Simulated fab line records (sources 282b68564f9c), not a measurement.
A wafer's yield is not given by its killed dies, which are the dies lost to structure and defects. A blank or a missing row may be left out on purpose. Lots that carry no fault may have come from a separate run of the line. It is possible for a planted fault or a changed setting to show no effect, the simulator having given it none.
fab line records -- flow rit-cmos
[record] lots = 6, wafers = 18, last-day = 8
route steps=202 shown ACTIVE@3 M1@202
lots that met no fault: from a run of the same line without faults
start-h: hours from the record's opening day to when the first of the lot's shown wafers began -- wait-h: hours from the lot's prior step to this one -- " identical to the entry in the row above -- L1.1+2: several wafers, shown together as one row -- - no value, or no start was given -- * or withheld: withheld -- < > ~ a bound
route shown NAME@n: names a module that has steps shown in the file, with the first one's number in the route -- usual: mean/standard deviation of fault-free wafers -- same: alike in all rows -- chamber/n: place in a boat -- sites: per-site readings -- _std_site: how widely they spread, as a standard deviation -- _edge_site: outer sites' mean less inner sites' -- radius-mm: how far each site lies from the wafer's centre -- mask NAME#n: copy n -- behind: the tool/chamber that last shaped the wafer -- hold: reason for holding the lot/hours on hold/outcome of the hold -- device: the transistor (n, p or np) that didn't switch -- end of line: the same wafers' tests at the end of the route -- where a step has no rows: the recipe by itself -- killed: not the wafer's yield, but the dies lost to structure and defects at the first sort -- map: the dies of a wafer, with x for killed, . for not killed, _ for no die there
set.NAME: setting as actually run; set.NAME@STEP: the setting as run at that earlier step -- model.NAME: the simulator's own value behind a step, which no gauge read
lots at selected steps of the route; one table per step, one row per wafer
services: from which hour (start-h, from the record's first day; less than 0 if before it) a tool's chamber was out of use, for how many hours, and why
[[steps]]
[step RIT_ACTIVE_THK_MEAS_02]
[recipe] reads = SiO2_of_ACTIVE_OXIDATION_01
[usual] ACTIVE_OXIDE_THK = 47.3/0.79
lot.wafer,tool,chamber,start-h,wait-h,ACTIVE_OXIDE_THK[nm]
L916.1,film-metro-04,-,67.05,0.0,46.6
L916.3,film-metro-04,-,67.05,0.0,48.1
L916.4,film-metro-04,-,67.05,0.0,47.1
L923.3,film-metro-02,-,102.97,0.0,47.8
L923.5,film-metro-02,-,102.97,0.0,46.9
L923.6,film-metro-02,-,102.97,0.0,47.2
L924.2,film-metro-02,-,107.44,0.0,47.2
L924.5,film-metro-02,-,107.44,0.0,47.3
L924.6,film-metro-02,-,107.44,0.0,46.6
L925.1,film-metro-01,-,114.51,0.0,48.5
L925.2,film-metro-01,-,114.51,0.0,48.4
L925.3,film-metro-01,-,114.51,0.0,48.7
L926.2,film-metro-02,-,125.69,0.0,46.5
L926.4,film-metro-02,-,125.69,0.0,46.6
L926.5,film-metro-02,-,125.69,0.0,46.3
L928.3,film-metro-04,-,132.46,0.0,48.7
L928.4,film-metro-04,-,132.46,0.0,48.4
L928.6,film-metro-04,-,132.46,0.0,48.2
[step RIT_ACTIVE_CVD_03]
[recipe] material = Si3N4, target-thk-nm = 150, temp-c = 810, precursor = SiH2Cl2/NH3, time-s = 1500, pressure-mtorr = 300, sih2cl2-flow-sccm = 60, nh3-flow-sccm = 150
[step RIT_ACTIVE_THK_MEAS_04]
[recipe] reads = Si3N4_of_ACTIVE_CVD_03
[usual] ACTIVE_NITRIDE_THK = 149.7/1.2
lot.wafer,tool,chamber,start-h,wait-h,ACTIVE_NITRIDE_THK[nm]
L916.1,film-metro-01,-,68.53,0.0,149.3
L916.3,film-metro-01,-,68.53,0.0,149.3
L916.4,film-metro-01,-,68.53,0.0,149.3
L923.3,film-metro-04,-,104.44,0.0,150.0
L923.5,film-metro-04,-,104.44,0.0,151.4
L923.6,film-metro-04,-,104.44,0.0,150.3
L924.2,film-metro-02,-,109.62,0.0,150.7
L924.5,film-metro-02,-,109.62,0.0,149.9
L924.6,film-metro-02,-,109.62,0.0,150.3
L925.1,film-metro-02,-,115.99,0.0,149.2
L925.2,film-metro-02,-,115.99,0.0,148.3
L925.3,film-metro-02,-,115.99,0.0,148.3
L926.2,film-metro-01,-,127.88,0.0,148.8
L926.4,film-metro-01,-,127.88,0.0,149.3
L926.5,film-metro-01,-,127.88,0.0,150.1
L928.3,film-metro-02,-,133.94,0.0,150.3
L928.4,film-metro-02,-,133.94,0.0,149.5
L928.6,film-metro-02,-,133.94,0.0,150.1
[step RIT_ACTIVE_HMDS_05]
[recipe] prime-time-s = 57.66, prime-temp-c = 140
[step RIT_ACTIVE_COAT_06]
[recipe] resist = NOVOLAK, spin-rpm = 3250, resist-thk-nm = 1000
[step RIT_ACTIVE_SOFTBAKE_07]
[recipe] resist = NOVOLAK, temp-c = 90, time-s = 60
[step RIT_ACTIVE_EXPOSE_08]
[recipe] mask-id = M1, na = 0.6, source-shape = conventional, sigma-outer = 0.6, target-cd-nm = 1400, dose-mj = 225
[step RIT_ACTIVE_PEB_09]
[recipe] resist = NOVOLAK, temp-c = withheld, time-s = withheld
[step RIT_ACTIVE_DEVELOP_10]
[recipe] resist = NOVOLAK, develop-time-s = 50, dev-temp-c = 23
[step RIT_ACTIVE_CD_MEAS_11]
[recipe] target-cd-nm = 1400
[usual] cd-nm = 1400.5/2.6
lot.wafer,tool,chamber,start-h,wait-h,cd-nm
L916.1,cd-sem-01,-,69.44,-,1398.2
L916.3,cd-sem-01,-,69.44,-,1397.7
L916.4,cd-sem-01,-,69.44,-,1397.9
L923.3,cd-sem-01,-,105.45,-,1398.9
L923.5,cd-sem-01,-,105.45,-,1399.6
L923.6,cd-sem-01,-,105.45,-,1398.9
L924.2,cd-sem-02,-,110.62,-,1401.6
L924.5,cd-sem-02,-,110.62,-,1401.4
L924.6,cd-sem-02,-,110.62,-,1401.5
L925.1,cd-sem-02,-,116.90,-,1397.8
L925.2,cd-sem-02,-,116.90,-,1399.4
L925.3,cd-sem-02,-,116.90,-,1398.7
L926.2,cd-sem-02,-,128.80,-,1403.9
L926.4,cd-sem-02,-,128.80,-,1403.5
L926.5,cd-sem-02,-,128.80,-,1404.2
L928.3,cd-sem-01,-,134.99,-,1399.5
L928.4,cd-sem-01,-,134.99,-,1399.3
L928.6,cd-sem-01,-,134.99,-,1399.1
[step RIT_ACTIVE_HARDBAKE_12]
[recipe] resist = NOVOLAK, temp-c = 140, time-s = 60
[step RIT_ACTIVE_ETCH_13]
[recipe] stop-on = SiO2, chemistry = SF6, target = Si3N4, time-s = 210, over-etch-frac = 0.4, SF6_flow_sccm = 200, pressure-mtorr = 260, rf-w = 125, target-depth-a = 2100
[usual] SF6_flow_sccm = 200.0/0.57, drypump-motor-current-A = 5.7/0.38, oes-product-au = 0.829/0.011, throttle-valve-pct = 7.48/0.12
lot.wafer,tool,chamber,start-h,wait-h,SF6_flow_sccm,drypump-motor-current-A,oes-product-au,rf-hours-counter-h,throttle-valve-pct
L916.1,rie-diel-01,2,69.71,0.1,200.1,6.7,0.815,43,7.30
L916.3,rie-diel-01,1,69.71,0.1,199.7,5.6,0.821,20,7.33
L916.4,rie-diel-01,0,69.71,0.1,200.9,5.4,0.859,109,7.41
L923.3,rie-diel-04,3,105.68,0.1,200.3,5.9,0.822,42,7.63
L923.5,rie-diel-04,1,105.68,0.1,199.9,5.6,0.837,-,7.46
L923.6,rie-diel-04,0,105.68,0.1,199.8,5.6,0.838,-,7.62
L924.2,rie-diel-01,1,110.87,0.1,199.5,5.6,0.825,20,7.35
L924.5,rie-diel-01,0,110.87,0.1,198.8,5.4,0.848,-,7.41
L924.6,rie-diel-01,1,110.87,0.1,200.1,5.6,0.824,-,7.33
L925.1,rie-diel-04,1,117.17,0.1,200.5,5.6,0.832,119,7.44
L925.2,rie-diel-04,3,117.17,0.1,200.7,5.9,0.827,42,7.62
L925.3,rie-diel-04,0,117.17,0.1,200.6,5.6,0.830,10,7.64
L926.2,rie-diel-02,2,129.05,0.1,200.1,5.9,0.808,52,7.32
L926.4,rie-diel-02,1,129.05,0.1,200.3,5.6,0.818,119,7.50
L926.5,rie-diel-02,2,129.05,0.1,200.0,5.9,0.810,-,7.31
L928.3,rie-diel-01,2,135.22,0.1,199.1,6.7,0.823,44,7.30
L928.4,rie-diel-01,1,135.22,0.1,199.8,5.6,0.816,21,7.32
L928.6,rie-diel-01,3,135.22,0.1,199.7,5.8,0.821,-,7.48
[step RIT_ACTIVE_STRIP_14]
[recipe] chemistry = O2, time-s = 180, resist = NOVOLAK, platen-temp-c = withheld, power-w = 500, pressure-mtorr = 4000, o2-flow-sccm = 4000
[usual] chamber-pressure-mTorr = 4000/3.3, drypump-motor-current-A = 5.6/0.37
lot.wafer,tool,chamber,start-h,wait-h,chamber-pressure-mTorr,drypump-motor-current-A,rf-hours-counter-h,model.NOVOLAK_of_ACTIVE_COAT_06.thk-nm
L916.1,plasma-asher-01,0,69.84,0.1,3995,5.1,29,0
L916.3,plasma-asher-01,0,69.84,0.1,4006,5.1,-,0
L916.4,plasma-asher-01,1,69.84,0.1,3999,5.7,-,0
L923.3,plasma-asher-01,0,105.87,0.1,-,-,-,646
L923.5,plasma-asher-01,1,105.87,0.1,-,-,-,649.8
L923.6,plasma-asher-01,0,105.87,0.1,-,-,-,638.5
L924.2,plasma-asher-03,0,111.00,0.1,-,-,-,655.6
L924.5,plasma-asher-03,1,111.00,0.1,-,-,-,650.8
L924.6,plasma-asher-03,0,111.00,0.1,-,-,-,657.6
L925.1,plasma-asher-01,1,117.30,0.1,4002,5.7,34,0
L925.2,plasma-asher-01,0,117.30,0.1,4004,5.1,34,0
L925.3,plasma-asher-01,1,117.30,0.1,3998,5.8,-,0
L926.2,plasma-asher-03,0,129.18,0.1,3998,6.3,44,0
L926.4,plasma-asher-03,1,129.18,0.1,4012,5.5,-,0
L926.5,plasma-asher-03,1,129.18,0.1,3997,5.5,-,0
L928.3,plasma-asher-03,0,135.41,0.1,4004,6.3,-,0
L928.4,plasma-asher-03,1,135.41,0.1,4001,5.5,-,0
L928.6,plasma-asher-03,0,135.41,0.1,4001,6.2,-,0
[step RIT_ACTIVE_CD_MEAS_90]
[recipe] target-cd-nm = 1400
[usual] cd-nm = 1400.5/2.5
lot.wafer,tool,chamber,start-h,wait-h,cd-nm
L916.1,cd-sem-02,-,70.02,0.1,1398.0
L916.3,cd-sem-02,-,70.02,0.1,1397.9
L916.4,cd-sem-02,-,70.02,0.1,1398.3
L923.3,cd-sem-02,-,106.03,0.1,1398.8
L923.5,cd-sem-02,-,106.03,0.1,1399.5
L923.6,cd-sem-02,-,106.03,0.1,1399.2
L924.2,cd-sem-01,-,111.20,0.1,1401.7
L924.5,cd-sem-01,-,111.20,0.1,1401.5
L924.6,cd-sem-01,-,111.20,0.1,1400.9
L925.1,cd-sem-01,-,117.47,0.1,1397.6
L925.2,cd-sem-01,-,117.47,0.1,1398.9
L925.3,cd-sem-01,-,117.47,0.1,1398.5
L926.2,cd-sem-02,-,129.37,0.1,1404.2
L926.4,cd-sem-02,-,129.37,0.1,1403.0
L926.5,cd-sem-02,-,129.37,0.1,1404.2
L928.3,cd-sem-02,-,135.57,0.1,1399.8
L928.4,cd-sem-02,-,135.57,0.1,1399.3
L928.6,cd-sem-02,-,135.57,0.1,1399.0
[step RIT_M1_PROBE_99]
[usual] killed-at-front-end = 7.0/2.8, killed-dies = 7.0/2.8, killed-on-rim = 2.0/1.4, killed-open = 3.4/1.9, killed-short = 3.6/2
[same] gross-dies = 264, killed_at_M0_to_M3 = 0, killed_at_M4_up = 0, killed-at-back-side = 0, killed-at-contacts = 0, killed-at-other = 0
lot.wafer,tool,chamber,start-h,wait-h,killed-at-front-end,killed-dies,killed-on-rim,killed-open,killed-short
L916.1,prober-01,-,123.36,0.1,12,12,3,6,6
L916.3,prober-01,-,123.46,0.2,9,9,2,4,5
L916.4,prober-01,-,123.51,0.2,9,9,4,4,5
L923.3,prober-02,-,165.24,0.2,264,264,70,4,3
L923.5,prober-02,-,165.34,0.2,264,264,70,2,5
L923.6,prober-02,-,165.39,0.2,264,264,70,6,1
L924.2,prober-01,-,172.02,0.1,264,264,70,3,4
L924.5,prober-01,-,172.17,0.2,264,264,70,2,4
L924.6,prober-01,-,172.22,0.2,264,264,70,2,2
L925.1,prober-02,-,174.11,0.1,6,6,0,4,2
L925.2,prober-02,-,174.16,0.1,10,10,2,5,5
L925.3,prober-02,-,174.21,0.2,11,11,4,6,5
L926.2,prober-02,-,180.78,0.1,6,6,3,4,2
L926.4,prober-02,-,180.88,0.2,8,8,3,6,2
L926.5,prober-02,-,180.93,0.2,6,6,0,1,5
L928.3,prober-01,-,184.78,0.2,5,5,1,0,5
L928.4,prober-01,-,184.83,0.2,3,3,0,1,2
L928.6,prober-01,-,184.93,0.2,4,4,4,2,2
// killed by level:class
L916.1 GATE:geometric-particle:short=3 FOX2:geometric-particle:open=2 FOX2:geometric-particle:short=2 FOX1:geometric-particle:short=1 GATE:geometric-particle:open=1 REOX:geometric-particle:open=1 SPACER:geometric-particle:open=1 SILICIDE:geometric-particle:open=1
L916.3 REOX:geometric-particle:short=5 FOX1:geometric-particle:open=3 SILICIDE:geometric-particle:open=1
L916.4 REOX:geometric-particle:short=3 FOX1:geometric-particle:open=1 FOX2:geometric-particle:open=1 GATE:geometric-particle:open=1 GATE:geometric-particle:short=1 REOX:geometric-particle:open=1 SILICIDE:geometric-particle:short=1
L923.3 FOX1:area-oxidation=257 FOX1:geometric-particle:open=2 REOX:geometric-particle:short=2 REOX:geometric-particle:open=1 SILICIDE:geometric-particle:open=1 SILICIDE:geometric-particle:short=1
L923.5 FOX1:area-oxidation=257 FOX1:geometric-particle:short=2 REOX:geometric-particle:open=2 REOX:geometric-particle:short=2 GATE:geometric-particle:short=1
L923.6 FOX1:area-oxidation=257 REOX:geometric-particle:open=3 SILICIDE:geometric-particle:open=2 GATE:geometric-particle:open=1 GATE:geometric-particle:short=1
L924.2 FOX1:area-oxidation=257 GATE:geometric-particle:short=3 GATE:geometric-particle:open=3 SILICIDE:geometric-particle:short=1
L924.5 FOX1:area-oxidation=258 GATE:geometric-particle:short=2 FOX1:geometric-particle:short=1 FOX1:geometric-particle:open=1 REOX:geometric-particle:open=1 REOX:geometric-particle:short=1
L924.6 FOX1:area-oxidation=260 GATE:geometric-particle:open=2 GATE:geometric-particle:short=1 SILICIDE:geometric-particle:short=1
L925.1 REOX:geometric-particle:open=3 GATE:geometric-particle:short=1 GATE:geometric-particle:open=1 SPACER:geometric-particle:short=1
L925.2 GATE:geometric-particle:open=3 GATE:geometric-particle:short=3 FOX1:geometric-particle:open=1 REOX:geometric-particle:short=1 REOX:geometric-particle:open=1 SILICIDE:geometric-particle:short=1
L925.3 GATE:geometric-particle:short=5 GATE:geometric-particle:open=3 FOX1:geometric-particle:open=2 REOX:geometric-particle:open=1
L926.2 GATE:geometric-particle:short=2 GATE:geometric-particle:open=2 REOX:geometric-particle:open=1 SPACER:geometric-particle:open=1
L926.4 SILICIDE:geometric-particle:open=4 GATE:geometric-particle:open=2 FOX1:geometric-particle:short=1 GATE:geometric-particle:short=1
L926.5 GATE:geometric-particle:short=3 FOX1:geometric-particle:short=1 FOX2:geometric-particle:short=1 SILICIDE:geometric-particle:open=1
L928.3 FOX1:geometric-particle:short=1 FOX2:geometric-particle:short=1 GATE:geometric-particle:short=1 REOX:geometric-particle:short=1 SILICIDE:geometric-particle:short=1
L928.4 FOX1:geometric-particle:open=1 GATE:geometric-particle:short=1 SPACER:geometric-particle:short=1
L928.6 GATE:geometric-particle:short=1 GATE:geometric-particle:open=1 REOX:geometric-particle:open=1 SPACER:geometric-particle:short=1
// map L923.3 (x killed, . not)
________xxxxxxx_______
_____xxxxxxxxxxxxx____
____xxxxxxxxxxxxxxx___
___xxxxxxxxxxxxxxxxx__
__xxxxxxxxxxxxxxxxxxx_
__xxxxxxxxxxxxxxxxxxx_
_xxxxxxxxxxxxxxxxxxxxx
_xxxxxxxxxxxxxxxxxxxxx
_xxxxxxxxxxxxxxxxxxxxx
_xxxxxxxxxxxxxxxxxxxxx
__xxxxxxxxxxxxxxxxxxx_
__xxxxxxxxxxxxxxxxxxx_
___xxxxxxxxxxxxxxxxx__
____xxxxxxxxxxxxxxx___
_____xxxxxxxxxxxxx____
________xxxxxxx_______
// map L924.2 (x killed, . not)
________xxxxxxx_______
_____xxxxxxxxxxxxx____
____xxxxxxxxxxxxxxx___
___xxxxxxxxxxxxxxxxx__
__xxxxxxxxxxxxxxxxxxx_
__xxxxxxxxxxxxxxxxxxx_
_xxxxxxxxxxxxxxxxxxxxx
_xxxxxxxxxxxxxxxxxxxxx
_xxxxxxxxxxxxxxxxxxxxx
_xxxxxxxxxxxxxxxxxxxxx
__xxxxxxxxxxxxxxxxxxx_
__xxxxxxxxxxxxxxxxxxx_
___xxxxxxxxxxxxxxxxx__
____xxxxxxxxxxxxxxx___
_____xxxxxxxxxxxxx____
________xxxxxxx_______
[[services]]
tool,chamber,start-h,hours,kind
rie-diel-04,-,48.21,0.6,repair
rie-diel-01,2,86.21,4.9,repair
rie-diel-02,0,101.08,-,clean
rie-diel-02,0,101.08,14.1,scheduled-down
rie-diel-02,0,101.08,14.1,vent-cycle
rie-diel-04,2,118.80,-,clean
rie-diel-04,2,118.80,17.5,scheduled-down
rie-diel-04,2,118.80,17.5,vent-cycle
rie-diel-01,2,127.52,1.4,repair
rie-diel-02,0,129.28,2.8,repair
rie-diel-01,-,129.32,0.4,repair
plasma-asher-01,-,132.24,3.4,repair
[[key]]
[first-sign] step = RIT_ACTIVE_STRIP_14, reading = tool-record, direction = missing
[effect] step = RIT_M1_PROBE_99, reading = killed-at-front-end, direction = up, sigmas = 92, usual = 7.0, struck = 264
[model-effect] step = RIT_ACTIVE_STRIP_14, value = NOVOLAK_of_ACTIVE_COAT_06.thk-nm, without = 0, struck = 649.7
[more-kills-born-at] RIT_FOX1_OXIDATION_00@furnace-01 = 775, RIT_FOX1_OXIDATION_00@furnace-04 = 771
met-at RIT_ACTIVE_STRIP_14
struck-wafers L923.3,L923.5,L923.6,L924.2,L924.5,L924.6
later-rows-left-out L923.3,L923.5,L923.6,L924.2,L924.5,L924.6
tester-left-out L923,L924
onset-between 69.84 105.87
[fault] kind = skipped-step-whole, tool = plasma-asher-01,plasma-asher-03, chamber = -, onset-h = 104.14, steps = RIT_ACTIVE_STRIP_14, scope = struck-lots-only
// tester-left-out: of these lots the tester's yield and bins aren't shown, on N5 and GAA mostly nor the transistor test; their killed dies are dies lost to structure and defects alone, not to doping, threshold or leakage, so they don't give the yield
// later-rows-left-out: the simulator's readings of these wafers behind a module that went badly wrong aren't trusted and aren't shown, but for the sort
